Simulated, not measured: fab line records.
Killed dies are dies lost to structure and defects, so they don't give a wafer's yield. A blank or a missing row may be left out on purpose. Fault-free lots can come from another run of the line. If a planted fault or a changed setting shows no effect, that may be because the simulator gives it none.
Split-lot trial | flow ritCmos | route with 202 steps; 5 lots, 23 wafers read

## THE SPLIT ITSELF
At RIT_NSD_IMPLANT_08, the setting energyKev was moved away from the recipe's 25 on 5 of the 23 wafers read, by -1.7% to +4.9%. The other wafers ran this setting at the recipe's value.

The split's own step is where the reading is taken.

## THE READING
implant.drpNm (the simulator's own value, which no gauge read), in nm, at RIT_NSD_IMPLANT_08. There is no usual value for it anywhere in the file.

wafer  | tool, chamber at the split | energyKev as run | against the recipe | implant.drpNm, nm | against lot-mates on the recipe
L077.1 | implanter-01, 0            | 25               | recipe             | 14.84             | -
L077.2 | implanter-01, 0            | 25               | recipe             | 14.84             | -
L077.3 | implanter-01, 0            | 25               | recipe             | 14.84             | -
L077.5 | implanter-01, 0            | 25               | recipe             | 14.84             | -
L077.6 | implanter-01, 0            | 25               | recipe             | 14.84             | -
L078.1 | implanter-01, 0            | 25               | recipe             | 14.84             | -
L078.2 | implanter-01, 0            | 25               | recipe             | 14.84             | -
L078.3 | implanter-01, 0            | 25               | recipe             | 14.84             | -
L078.5 | implanter-01, 0            | 25               | recipe             | 14.84             | -
L078.6 | implanter-01, 0            | 25               | recipe             | 14.84             | -
L081.1 | implanter-01, 0            | 25               | recipe             | 14.84             | -
L081.2 | implanter-01, 0            | 25               | recipe             | 14.84             | -
L081.3 | implanter-01, 0            | 25               | recipe             | 14.84             | -
L081.4 | implanter-01, 0            | 26.22            | +4.9%              | 15.27             | +0.43
L081.5 | implanter-01, 0            | 26.22            | +4.9%              | 15.27             | +0.43
L083.1 | implanter-03, 0            | 25               | recipe             | 14.84             | -
L083.3 | implanter-03, 0            | 25               | recipe             | 14.84             | -
L083.4 | implanter-03, 0            | 25               | recipe             | 14.84             | -
L085.1 | implanter-01, 0            | 25               | recipe             | 14.84             | -
L085.2 | implanter-01, 0            | 25               | recipe             | 14.84             | -
L085.3 | implanter-01, 0            | 24.57            | -1.7%              | 14.68             | -0.16
L085.4 | implanter-01, 0            | 24.57            | -1.7%              | 14.68             | -0.16
L085.5 | implanter-01, 0            | 24.57            | -1.7%              | 14.68             | -0.16

THE FIT
A straight line over all 23 wafers: implant.drpNm changes by +0.089 nm for each +1% of energyKev; r = +1.00; the points scatter about the line by 0.0026 nm.
The same after taking each lot's own level away (the mean of its wafers on the recipe; 23 wafers): +0.089 nm for each +1%; r = +1.00; scatter 0.0026 nm.
The reading moves by 0.43 nm for the largest change in energyKev, on that fit.
The lots' own levels span 14.840 to 14.840 nm.
So the lot-to-lot level changes the slope little: the two slopes agree.
Check: +0.435 nm against its lot-mates is what the line predicts for one of the wafers moved furthest among these (+4.9%) when that wafer is left out of the fit. It came out at +0.43 nm against them.

## FURTHER SPLITS ON THESE WAFERS
Note: prior to the reading, these wafers also went through further splits. Each is held against what the fit with the lots' levels taken away leaves over:
other split on the same wafers   | wafers away from the commonest value | r with implant.drpNm (lot level and that fit taken away)
RIT_NWELL_IMPLANT_08 energyKev   | 5                                    | +0.13
RIT_NRETRO_IMPLANT_08 doseCm2    | 8                                    | +0.24
RIT_GATE_DEVELOP_15 developTimeS | 9                                    | +0.02
RIT_PLDD_IMPLANT_08 energyKev    | 5                                    | -0.19

## THE WHOLE CHAIN: every reading that the file lists as answering this split, in the file's order
step               | what it does | reading                                                        | change (the file's fit)                | r (the file's)
RIT_NSD_IMPLANT_08 |              | implant.rpNm (the simulator's own value, which no gauge read)  | +0.222 nm for each +1% of the setting  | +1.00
RIT_NSD_IMPLANT_08 |              | implant.drpNm (the simulator's own value, which no gauge read) | +0.0888 nm for each +1% of the setting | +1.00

## THE FILE'S OWN FIT
implant.drpNm changes by +0.0888 nm for each +1% of energyKev, r = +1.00.
